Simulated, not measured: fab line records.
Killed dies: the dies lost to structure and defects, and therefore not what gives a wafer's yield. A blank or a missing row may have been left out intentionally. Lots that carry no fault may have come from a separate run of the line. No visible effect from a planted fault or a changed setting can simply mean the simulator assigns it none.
A lot that was struck, set against a sound lot / flow ritCmos / 15 steps out of a route of 202
Sound: wafers L805.1, L805.4, L805.5. Struck: wafers L806.3, L806.5 (left out: L806.4, a lot-mate that was not struck); the cause follows at the end.
Per side, at each step with rows, come the tool, then ch with its chambers, and then its first start. Under that, the readings that differ: sound wafers / struck wafers / difference of the means / sigmas: that difference in standard deviations of wafers without a fault.
alike: readings with means less than 2 such deviations apart, plus words and numbers identical on both sides. not compared: withheld readings, readings lacking a value on some wafer, bounds such as >300 that could conceal the same value, and numbers that have no deviation in the record and whose values overlap.
Wherever a step has rows on one side only, a row that says differs or no value, or a row with sigmas, the two part there. Non-overlapping numbers with no deviation appear without sigmas and do not part them. A reading missing from all wafers of one side parts the sides only when that side holds two or more wafers.

RIT_M1_SPUTTER_00: material Al, target thk 400 nm, time 500 s.
  sound: pvdSputter-04 at day 4 11:33; struck: pvdSputter-03 at day 4 15:31
  alike: throttleValvePct
RIT_M1_RS_MEAS_01: the measuring method here is four-point-probe.
  sound: filmMetro-02 at day 4 11:50; struck: filmMetro-03 at day 4 15:52
reading=M1_AL_RS (ohm/sq); sound=0.0722 0.0723 0.0729; struck=0.0739 0.0746; difference=+0.0018; sigmas=+2
RIT_M1_THK_MEAS_02: measures by xrf.
  sound: filmMetro-02 at day 4 11:58; struck: filmMetro-03 at day 4 15:58
  alike: M1_AL_THK
then, 6 steps without rows for these wafers: RIT_M1_HMDS_03 (prime time 60 s); RIT_M1_COAT_04 (resist thk 1300 nm); RIT_M1_SOFTBAKE_05 (time 60 s); RIT_M1_EXPOSE_06 (exposes mask M12, target cd 2600 nm); RIT_M1_PEB_07; RIT_M1_DEVELOP_08 (develop time 68 s).
RIT_M1_CD_MEAS_09 targets a cd of 2600 nm.
  sound: cdSem-01 at day 4 13:02; struck: cdSem-01 at day 4 17:03
  alike: cdNm
RIT_M1_OVL_MEAS_10:
  sound: overlay-02 at day 4 13:09; struck: overlay-01 at day 4 17:08
  alike: M1_OVL
then, 1 step without rows for these wafers: RIT_M1_HARDBAKE_11 (time 120 s).
RIT_M1_METAL_ETCH_12: etches Al in Cl2/BCl3, stops on SiO2, time 165 s, target depth 600 nm.
  sound on rieMetal-03 ch 0,1, day 4 13:26; struck on rieMetal-01 ch 0, day 4 17:28
reading=chamberPressureMTorr (mTorr); sound=100.02 100.05 100.00; struck=120.02 119.96; difference=+19.97; sigmas=+99 or more
reading=model.NOVOLAK_of_M1_COAT_04.thkNm (nm); sound=805.4 807.7 808.5; struck=799.7 798.8; difference=-8.0; sigmas=
  alike: drypumpMotorCurrentA, mfcCl2Sccm, oesProductAu, throttleValvePct
  not compared: rfHoursCounterH
then, 1 step without rows for these wafers: RIT_M1_STRIP_13 (strips in nmp, time 600 s).
RIT_M1_PROBE_99:
  sound: prober-02 at day 4 15:41; struck: prober-01 at day 4 19:46
  alike: defectLimitedYield, killedAtFrontEnd, killedDies, killedOpen, killedShort, sort_bin_3_pad_short, sort_bin_5_function, sort_bin_6_memory, sortNPass, sortYieldPct

== WHERE THEY PART ==
At RIT_M1_RS_MEAS_01 first; at RIT_M1_METAL_ETCH_12 last (within this record only). Later steps at which nothing parts them and some readings are alike: RIT_M1_PROBE_99.

WHY: whatever the simulator had introduced
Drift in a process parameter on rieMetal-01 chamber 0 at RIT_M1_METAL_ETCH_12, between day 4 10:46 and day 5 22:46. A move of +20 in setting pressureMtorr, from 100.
